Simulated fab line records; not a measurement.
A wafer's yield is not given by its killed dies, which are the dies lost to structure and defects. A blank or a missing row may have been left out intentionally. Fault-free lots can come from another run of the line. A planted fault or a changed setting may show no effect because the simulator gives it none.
fab line records -- flow rit-cmos
[record] lots = 14, wafers = 42, last-day = 7
route steps=202 shown CONTACT@175 M1@202
lots that met no fault: taken from a fault-free run of the same line
start-h: hours from the record's first day to the start of the lot's first wafer shown -- wait-h: how many hours have passed since the lot's step before this one -- " unchanged from the row above -- L1.1+2: one row covering several wafers at once -- - no value present, or no start provided -- * or withheld: withheld -- < > ~ a bound
route shown NAME@n: a module of which the file shows steps, and the number in the route of the first -- usual: mean and standard deviation over wafers with no fault -- same: alike in all rows -- chamber/n: place in a boat -- sites: each site's reading -- _std_site: the standard deviation of these -- _edge_site: inner sites' mean taken away from outer sites' mean -- radius-mm: for every site, how far away it sits from the centre of the wafer -- mask NAME#n: copy n -- behind: the most recent tool/chamber to have shaped the wafer -- hold: cause of the lot's hold/its duration in hours/its outcome -- device: the n, p or np transistor that did not switch -- end of line: the tests these same wafers got at the end of their route -- where a step has no rows: the recipe by itself -- killed: the dies lost at the first sort to structure and to defects; this is not the yield of the wafer -- map: shows each die of a wafer: x if killed, . if not, _ if none is there
set.NAME: the run value of the setting; set.NAME@STEP: its run value at that earlier step -- model.NAME: the simulator's own value behind a step, which no gauge read
a sample of lots followed through the steps of the route, with each step as a table and each wafer as a row
[[steps]]
[step RIT_CONTACT_DEVELOP_07]
[recipe] resist = NOVOLAK, develop-time-s = 120, dev-temp-c = 23
[usual] developer-temp-C = 23.00/0.09
lot.wafer,tool,chamber,start-h,wait-h,developer-temp-C
L329.2,litho-track-02,0,55,-,23.20
L329.4,litho-track-02,0,55,-,23.14
L329.6,litho-track-02,0,55,-,23.09
L330.2,litho-track-02,0,60,-,23.27
L330.3,litho-track-02,0,60,-,22.98
L330.5,litho-track-02,0,60,-,23.04
L331.1,litho-track-01,0,62,-,23.01
L331.3,litho-track-01,0,62,-,23.00
L331.4,litho-track-01,0,62,-,23.11
L332.2,litho-track-02,0,67,-,23.05
L332.4,litho-track-02,0,67,-,22.96
L332.5,litho-track-02,0,67,-,22.98
L335.1,litho-track-01,0,83,-,25.32
L335.2,litho-track-01,0,83,-,25.27
L335.4,litho-track-01,0,83,-,25.24
L336.2,litho-track-03,0,92,-,22.80
L336.3,litho-track-03,0,92,-,23.06
L336.6,litho-track-03,0,92,-,22.92
L338.2,litho-track-01,0,103,-,25.25
L338.5,litho-track-01,0,103,-,25.37
L338.6,litho-track-01,0,103,-,25.32
L343.4,litho-track-03,0,127,-,22.97
L343.5,litho-track-03,0,127,-,22.91
L343.6,litho-track-03,0,127,-,23.01
L347.1,litho-track-03,0,143,-,22.99
L347.4,litho-track-03,0,143,-,22.98
L347.5,litho-track-03,0,143,-,22.86
L348.2,litho-track-02,0,149,-,22.89
L348.4,litho-track-02,0,149,-,22.85
L348.5,litho-track-02,0,149,-,23.00
L349.1,litho-track-02,0,155,-,22.99
L349.5,litho-track-02,0,155,-,23.10
L349.6,litho-track-02,0,155,-,23.08
L350.1,litho-track-02,0,160,-,22.83
L350.2,litho-track-02,0,160,-,22.95
L350.5,litho-track-02,0,160,-,22.97
L351.1,litho-track-02,0,163,-,23.02
L351.3,litho-track-02,0,163,-,23.02
L351.6,litho-track-02,0,163,-,23.14
L352.1,litho-track-01,0,171,-,23.16
L352.5,litho-track-01,0,171,-,22.98
L352.6,litho-track-01,0,171,-,23.13
[step RIT_CONTACT_CD_MEAS_08]
[recipe] target-cd-nm = 1000
[usual] cd-nm = 1000.2/2
lot.wafer,tool,chamber,start-h,wait-h,hold,cd-nm
L329.2,cd-sem-02,-,55.43,-,-,1001.7
L329.4,cd-sem-02,-,55.43,-,-,1000.4
L329.6,cd-sem-02,-,55.43,-,-,1000.7
L330.2,cd-sem-02,-,61.03,-,-,1001.0
L330.3,cd-sem-02,-,61.03,-,-,999.4
L330.5,cd-sem-02,-,61.03,-,-,1004.9
L331.1,cd-sem-02,-,62.95,-,-,1004.0
L331.3,cd-sem-02,-,62.95,-,-,1003.4
L331.4,cd-sem-02,-,62.95,-,-,1005.8
L332.2,cd-sem-02,-,67.37,-,-,999.7
L332.4,cd-sem-02,-,67.37,-,-,999.0
L332.5,cd-sem-02,-,67.37,-,-,1001.3
L335.1,cd-sem-02,-,83.32,-,await-dispo/0.2h/release,986.2
L335.2,cd-sem-02,-,83.32,-,await-dispo/0.2h/release,984.8
L335.4,cd-sem-02,-,83.32,-,await-dispo/0.2h/release,988.0
L335.1,cd-sem-02,-,83.61,0.3,-,986.3
L335.2,cd-sem-02,-,83.61,0.3,-,985.1
L335.4,cd-sem-02,-,83.61,0.3,-,988.5
L336.2,cd-sem-01,-,92.78,-,-,996.7
L336.3,cd-sem-01,-,92.78,-,-,999.0
L336.6,cd-sem-01,-,92.78,-,-,999.8
L338.2,cd-sem-02,-,103.97,-,await-dispo/0.2h/release,987.3
L338.5,cd-sem-02,-,103.97,-,await-dispo/0.2h/release,988.5
L338.6,cd-sem-02,-,103.97,-,await-dispo/0.2h/release,986.3
L338.2,cd-sem-02,-,104.26,0.3,-,986.8
L338.5,cd-sem-02,-,104.26,0.3,-,988.5
L338.6,cd-sem-02,-,104.26,0.3,-,986.3
L343.4,cd-sem-01,-,127.94,-,-,1000.2
L343.5,cd-sem-01,-,127.94,-,-,997.1
L343.6,cd-sem-01,-,127.94,-,-,1000.7
L347.1,cd-sem-02,-,144.05,-,-,1001.3
L347.4,cd-sem-02,-,144.05,-,-,1002.1
L347.5,cd-sem-02,-,144.05,-,-,1004.3
L348.2,cd-sem-02,-,149.38,-,-,1000.2
L348.4,cd-sem-02,-,149.38,-,-,1000.1
L348.5,cd-sem-02,-,149.38,-,-,1000.7
L349.1,cd-sem-01,-,155.77,-,-,1001.5
L349.5,cd-sem-01,-,155.77,-,-,1001.4
L349.6,cd-sem-01,-,155.77,-,-,1000.5
L350.1,cd-sem-02,-,160.38,-,-,1001.2
L350.2,cd-sem-02,-,160.38,-,-,999.9
L350.5,cd-sem-02,-,160.38,-,-,1002.0
L351.1,cd-sem-01,-,163.79,-,-,1003.7
L351.3,cd-sem-01,-,163.79,-,-,1005.4
L351.6,cd-sem-01,-,163.79,-,-,1003.2
L352.1,cd-sem-02,-,171.27,-,-,1001.6
L352.5,cd-sem-02,-,171.27,-,-,999.0
L352.6,cd-sem-02,-,171.27,-,-,998.5
[step RIT_M1_PROBE_99]
[usual] killed-at-contacts = 0.1/0.3, killed-at-front-end = 6.9/2.9, killed-dies = 7.0/2.9, killed-on-rim = 1.8/1.4, killed-open = 3.3/2, killed-short = 3.7/2
[same] gross-dies = 264, killed_at_M0_to_M3 = 0, killed_at_M4_up = 0, killed-at-back-side = 0, killed-at-other = 0
lot.wafer,tool,chamber,start-h,wait-h,killed-at-contacts,killed-at-front-end,killed-dies,killed-on-rim,killed-open,killed-short
L330.2,prober-02,-,66.84,0.1,0,10,10,3,8,2
L330.3,prober-02,-,66.89,0.2,0,5,5,2,4,1
L330.5,prober-02,-,66.99,0.2,0,4,4,1,1,3
L335.1,prober-01,-,97.44,0.1,0,8,8,2,4,4
L335.2,prober-01,-,97.49,0.1,0,6,6,2,2,4
L335.4,prober-01,-,97.59,0.2,1,12,13,3,10,3
L336.2,prober-02,-,98.70,0.1,0,14,14,4,11,3
L336.3,prober-02,-,98.75,0.2,0,4,4,1,0,4
L336.6,prober-02,-,98.90,0.2,0,12,12,4,7,5
L338.2,prober-02,-,117.25,0.1,0,5,5,3,3,2
L338.5,prober-02,-,117.40,0.2,0,10,10,3,2,8
L338.6,prober-02,-,117.45,0.2,0,10,10,4,3,7
L343.4,prober-02,-,133.36,0.2,0,9,9,3,6,3
L343.5,prober-02,-,133.41,0.2,0,8,8,0,5,3
L343.6,prober-02,-,133.46,0.2,0,8,8,1,4,4
L352.1,prober-02,-,176.55,0.1,0,11,11,2,6,5
L352.5,prober-02,-,176.75,0.2,0,10,10,2,5,5
L352.6,prober-02,-,176.80,0.2,0,8,8,2,5,3
// killed by level:class
L330.2 GATE:geometric-particle:open=4 FOX2:geometric-particle:open=1 REOX:geometric-particle:open=1 REOX:geometric-particle:short=1 SPACER:geometric-particle:open=1 SILICIDE:geometric-particle:short=1 SILICIDE:geometric-particle:open=1
L330.3 FOX1:geometric-particle:open=1 GATE:geometric-particle:open=1 REOX:geometric-particle:open=1 SPACER:geometric-particle:open=1 SILICIDE:geometric-particle:short=1
L330.5 SPACER:geometric-particle:short=2 GATE:geometric-particle:short=1 SPACER:geometric-particle:open=1
L335.1 GATE:geometric-particle:short=2 REOX:geometric-particle:open=2 FOX2:geometric-particle:open=1 REOX:geometric-particle:short=1 SILICIDE:geometric-particle:short=1 SILICIDE:geometric-particle:open=1
L335.2 REOX:geometric-particle:short=3 FOX1:geometric-particle:open=1 FOX1:geometric-particle:short=1 REOX:geometric-particle:open=1
L335.4 SILICIDE:geometric-particle:open=4 SPACER:geometric-particle:open=2 FOX1:geometric-particle:open=1 FOX1:geometric-particle:short=1 FOX2:geometric-particle:short=1 GATE:geometric-particle:open=1 REOX:geometric-particle:open=1 SILICIDE:geometric-particle:short=1
L336.2 GATE:geometric-particle:open=5 REOX:geometric-particle:short=3 FOX1:geometric-particle:open=2 REOX:geometric-particle:open=2 SPACER:geometric-particle:open=2
L336.3 GATE:geometric-particle:short=2 REOX:geometric-particle:short=2
L336.6 GATE:geometric-particle:open=5 GATE:geometric-particle:short=3 REOX:geometric-particle:short=2 REOX:geometric-particle:open=2
L338.2 GATE:geometric-particle:open=3 GATE:geometric-particle:short=2
L338.5 GATE:geometric-particle:short=4 FOX1:geometric-particle:short=2 FOX1:geometric-particle:open=1 REOX:geometric-particle:short=1 SPACER:geometric-particle:short=1 SPACER:geometric-particle:open=1
L338.6 REOX:geometric-particle:short=3 GATE:geometric-particle:short=2 SILICIDE:geometric-particle:short=2 GATE:geometric-particle:open=1 SPACER:geometric-particle:open=1 SILICIDE:geometric-particle:open=1
L343.4 FOX2:geometric-particle:open=2 GATE:geometric-particle:short=2 SILICIDE:geometric-particle:open=2 REOX:geometric-particle:open=1 REOX:geometric-particle:short=1 SPACER:geometric-particle:open=1
L343.5 FOX1:geometric-particle:open=3 ACTIVE:geometric-particle:short=1 GATE:geometric-particle:short=1 REOX:geometric-particle:short=1 REOX:geometric-particle:open=1 SILICIDE:geometric-particle:open=1
L343.6 FOX2:geometric-particle:open=2 FOX1:geometric-particle:short=1 FOX1:geometric-particle:open=1 GATE:geometric-particle:short=1 REOX:geometric-particle:short=1 SPACER:geometric-particle:short=1 SILICIDE:geometric-particle:open=1
L352.1 FOX1:geometric-particle:open=2 FOX1:geometric-particle:short=2 FOX2:geometric-particle:open=2 REOX:geometric-particle:short=2 REOX:geometric-particle:open=2 GATE:geometric-particle:short=1
L352.5 GATE:geometric-particle:open=4 FOX1:geometric-particle:short=1 GATE:geometric-particle:short=1 REOX:geometric-particle:short=1 SPACER:geometric-particle:short=1 SPACER:geometric-particle:open=1 SILICIDE:geometric-particle:short=1
L352.6 FOX1:geometric-particle:short=2 GATE:geometric-particle:open=2 FOX1:geometric-particle:open=1 REOX:geometric-particle:open=1 REOX:geometric-particle:short=1 SPACER:geometric-particle:open=1
[[key]]
[first-sign] step = RIT_CONTACT_DEVELOP_07, reading = developer-temp-C, direction = up, sigmas = 25, usual = *, struck = *
[effect] step = RIT_CONTACT_CD_MEAS_08, reading = visit, direction = added
[effect] step = RIT_CONTACT_CD_MEAS_08, reading = cd-nm, direction = down, sigmas = 6.5, usual = 1000.2, struck = 986.9
met-at RIT_CONTACT_DEVELOP_07
struck-lots L335,L338
tester-left-out L335,L338
onset-between 62 83
[fault] kind = process-parameter-drift, tool = litho-track-01, chamber = -, onset-h = 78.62, steps = RIT_CONTACT_DEVELOP_07, channel = dev-temp-c, offset = *, shape = step, end-h = 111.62, acts-in = *, stated = *
// tester-left-out: of these lots the tester's yield and bins aren't shown, on N5 and GAA mostly nor the transistor test; their killed dies are dies lost to structure and defects alone, not to doping, threshold or leakage, so they don't give the yield
